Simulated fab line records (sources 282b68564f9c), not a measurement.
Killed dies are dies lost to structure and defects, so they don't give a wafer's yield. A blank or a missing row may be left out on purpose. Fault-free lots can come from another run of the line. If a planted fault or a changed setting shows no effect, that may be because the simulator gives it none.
Struck lot and sound lot, side by side :: flow rit-cmos :: 43 steps out of a route of 202
Sound: the wafers L479.1, L479.2, L479.3. The struck wafers were L493.1, L493.2, L493.4. Last of all comes the cause.
Per side, at each step with rows, come the tool, then ch with its chambers, and then its first start. Under that, the readings that differ: sound wafers :: struck wafers :: difference of the means :: sigmas: that difference in standard deviations of wafers without a fault.
alike: readings with means less than 2 such deviations apart, plus words and numbers identical on both sides. not compared: withheld readings, readings lacking a value on some wafer, bounds such as >300 that could conceal the same value, and numbers that have no deviation in the record and whose values overlap.
A row with sigmas, a row that says differs or no value, or rows on one side alone: a step with any of these is where the two part. When numbers do not overlap yet have no deviation, they are printed without sigmas and do not part them. A reading that every wafer of one side lacks parts them only if that side has two wafers or more.

first, 2 steps without rows for these wafers: RIT_FOX2_CLEAN_02 (cleans in dHF, time 180 s); RIT_FOX2_WET_ETCH_03 (etches Si3N4 in H3PO4, target depth 195 nm, time 2700 s).
RIT_FOX2_THK_MEAS_90:
  sound on film-metro-03 at day 1 23:20; struck on film-metro-04 at day 4 17:37
  alike: FIELD_OXIDE_LEFT_1_THK
then, 6 steps without rows for these wafers: RIT_NWELL_HMDS_00 (prime time 60 s); RIT_NWELL_COAT_01 (resist thk 1300 nm); RIT_NWELL_SOFTBAKE_02 (time 60 s); RIT_NWELL_EXPOSE_03 (exposes mask M2, target cd 43900 nm); RIT_NWELL_PEB_04; RIT_NWELL_DEVELOP_05 (develop time 68 s).
RIT_NWELL_OVL_MEAS_06:
  sound on overlay-01 at day 2 00:17; struck on overlay-02 at day 4 18:41
  alike: NWELL_OVL
then, 2 steps without rows for these wafers: RIT_NWELL_HARDBAKE_07 (time 120 s); RIT_NWELL_IMPLANT_08.
RIT_NWELL_STRIP_09: strips in O2, time 180 s.
  sound on plasma-asher-04 ch 0,1, day 2 00:43; struck on plasma-asher-01 ch 0,1, day 4 19:07
reading: run-length-s (s)
sound: 208.8 208.1 208.9
struck: 72.2 72.3 72.3
difference: -136.3
sigmas: -99 or more

reading: model.NOVOLAK_of_NWELL_COAT_01.thk-nm (nm)
sound: 0 0 0
struck: 336.1 336.2 338.6
difference: +337.0
sigmas: 
  alike: drypump-motor-current-A
  not compared: rf-hours-counter-h
RIT_NWELL_TW_MEAS_10:
  sound on film-metro-04 at day 2 00:53; struck on film-metro-01 at day 4 19:17
  alike: NWELL_TW
then, 6 steps without rows for these wafers: RIT_PWELL_HMDS_00 (prime time 60 s); RIT_PWELL_COAT_01 (resist thk 1300 nm); RIT_PWELL_SOFTBAKE_02 (time 60 s); RIT_PWELL_EXPOSE_03 (exposes mask M3, target cd 43700 nm); RIT_PWELL_PEB_04; RIT_PWELL_DEVELOP_05 (develop time 68 s).
RIT_PWELL_OVL_MEAS_06:
  sound on overlay-01 at day 2 01:59; struck on overlay-01 at day 4 20:14
  alike: PWELL_OVL
then, 2 steps without rows for these wafers: RIT_PWELL_HARDBAKE_07 (time 120 s); RIT_PWELL_IMPLANT_08.
RIT_PWELL_STRIP_09: strips in O2, time 180 s.
  sound on plasma-asher-01 ch 0,1, day 2 02:25; struck on plasma-asher-03 ch 0,1, day 4 20:40
  alike: drypump-motor-current-A, run-length-s
  not compared: rf-hours-counter-h
RIT_PWELL_TW_MEAS_10:
  sound on film-metro-03 at day 2 02:35; struck on film-metro-03 at day 4 20:50
  alike: PWELL_TW
then, 1 step without rows for these wafers: RIT_WELLDRIVE_ANNEAL_00 (time 14700 s).
RIT_WELLDRIVE_RS_MEAS_01: uses a four-point probe to measure.
  sound on film-metro-03 at day 2 08:08; struck on film-metro-03 at day 5 02:29
  alike: NWELL_RS
RIT_WELLDRIVE_RS_MEAS_02: uses a four-point probe to measure.
  sound on film-metro-03 at day 2 08:16; struck on film-metro-03 at day 5 02:37
  alike: PWELL_RS
then, 6 steps without rows for these wafers: RIT_NRETRO_HMDS_00 (prime time 60 s); RIT_NRETRO_COAT_01 (resist thk 1300 nm); RIT_NRETRO_SOFTBAKE_02 (time 60 s); RIT_NRETRO_EXPOSE_03 (exposes mask M4, target cd 43900 nm); RIT_NRETRO_PEB_04; RIT_NRETRO_DEVELOP_05 (develop time 68 s).
RIT_NRETRO_OVL_MEAS_06:
  sound on overlay-01 at day 2 09:25; struck on overlay-01 at day 5 03:37
  alike: NRETRO_OVL
then, 2 steps without rows for these wafers: RIT_NRETRO_HARDBAKE_07 (time 120 s); RIT_NRETRO_IMPLANT_08.
RIT_NRETRO_STRIP_09: strips in O2, time 180 s.
  sound on plasma-asher-02 ch 0,1, day 2 09:52; struck on plasma-asher-03 ch 0,1, day 5 04:02
  alike: drypump-motor-current-A, run-length-s
  not compared: rf-hours-counter-h
RIT_NRETRO_TW_MEAS_10:
  sound on film-metro-01 at day 2 10:02; struck on film-metro-01 at day 5 04:13
reading: NRETRO_TW
sound: 1056 1059 1051
struck: 31 31 30
difference: -1025
sigmas: -99 or more
then, 3 steps without rows for these wafers: RIT_PRETRO_HMDS_00 (prime time 60 s); RIT_PRETRO_COAT_01 (resist thk 1300 nm); RIT_PRETRO_SOFTBAKE_02 (time 60 s).
RIT_PRETRO_TW_MEAS_10:
  sound on film-metro-03 at day 2 11:35; struck on film-metro-03 at day 5 05:53
reading: PRETRO_TW
sound: 476.1 476.4 475.3
struck: 60.6 60.7 57.0
difference: -416.5
sigmas: -99 or more

## WHERE THEY PART
At RIT_NWELL_STRIP_09 first; at RIT_PRETRO_TW_MEAS_10 last (within this record only).

WHY: what the simulator had put in
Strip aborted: plasma-asher-01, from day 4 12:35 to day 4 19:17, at RIT_NWELL_STRIP_09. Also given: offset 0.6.
